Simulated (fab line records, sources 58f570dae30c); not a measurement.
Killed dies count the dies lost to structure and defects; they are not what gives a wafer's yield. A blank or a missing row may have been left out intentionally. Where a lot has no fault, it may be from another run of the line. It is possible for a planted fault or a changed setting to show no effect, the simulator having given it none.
One fault seen from 2 desks    flow berkeley cmos170    every desk sees just its own numbers, and what lay behind them comes last

== TOOL OWNER'S DESK, krf scanner-01 ==
The tool's own readings at UCB170_GATE_EXPOSE_09 (exposes mask POLY, target cd 350 nm): means of the sampled wafers that have a number, for each lot that ran on this tool. Marked OUT: a lot whose mean sits more than 4 standard deviations from the usual mean, which makes it out of limits; the brackets give that distance.
Columns: A = exposure dose mJ cm2 at UCB170_GATE_EXPOSE_09, usual 20.931
lot   first seen here  A
L150  day 8 17:11      20.932
L154  day 9 09:58      20.928
L161  day 11 01:43     20.778 (-6.6) OUT
This desk's finding: out of limits on L161; first on L161, day 11 01:43 (exposure dose mJ cm2 at UCB170_GATE_EXPOSE_09). Within limits: L150, L154.

== THE METROLOGY DESK ==
What the gauges read for every lot (on any tool): the sampled wafers with a number, averaged. Marked OUT: a lot whose mean sits more than 4 standard deviations from the usual mean, which makes it out of limits; the brackets give that distance.
Columns: A = PVT_TW at UCB170_PVT_TW_MEAS_09, usual 507.3; B = FIELD_OXIDE_LEFT_2_THK at UCB170_FIELD_THK_MEAS_91, usual 351 nm; C = GATE_OXIDE_THK at UCB170_GATE_THK_MEAS_02, usual 6.59 nm; D = GATE_POLY_THK at UCB170_GATE_THK_MEAS_05, usual 213.9 nm
lot   first seen here  A      B    C     D
L150  day 8 04:05      505.7  357  6.69  213.3
L154  day 8 17:04      508.1  350  6.53  211.6
L161  day 10 10:24     504.1  348  6.54  213.0
L164  day 10 18:32     506.6  345  6.56  211.8
L165  day 11 05:48     505.5  359  6.65  214.1
Result from this desk: across the 5 lots, nothing is out of limits.

== BROUGHT TOGETHER ==
On L161, at day 11 01:43, an alarm was possible from the tool owner's desk.
Nothing out of limits was seen by the metrology desk.
The metrology desk has L161 on record, within its limits.
Every lot named ran UCB170_GATE_EXPOSE_09 on krf scanner-01.

== WHAT HAD BEEN PUT IN BY THE SIMULATOR ==
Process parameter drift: krf scanner-01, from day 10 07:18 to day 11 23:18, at UCB170_GATE_EXPOSE_09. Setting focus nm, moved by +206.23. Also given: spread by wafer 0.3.
Struck lots among those shown: L161.
Delay in hours, fault start to first out-of-limits reading, by desk: the tool owner's desk at 18.
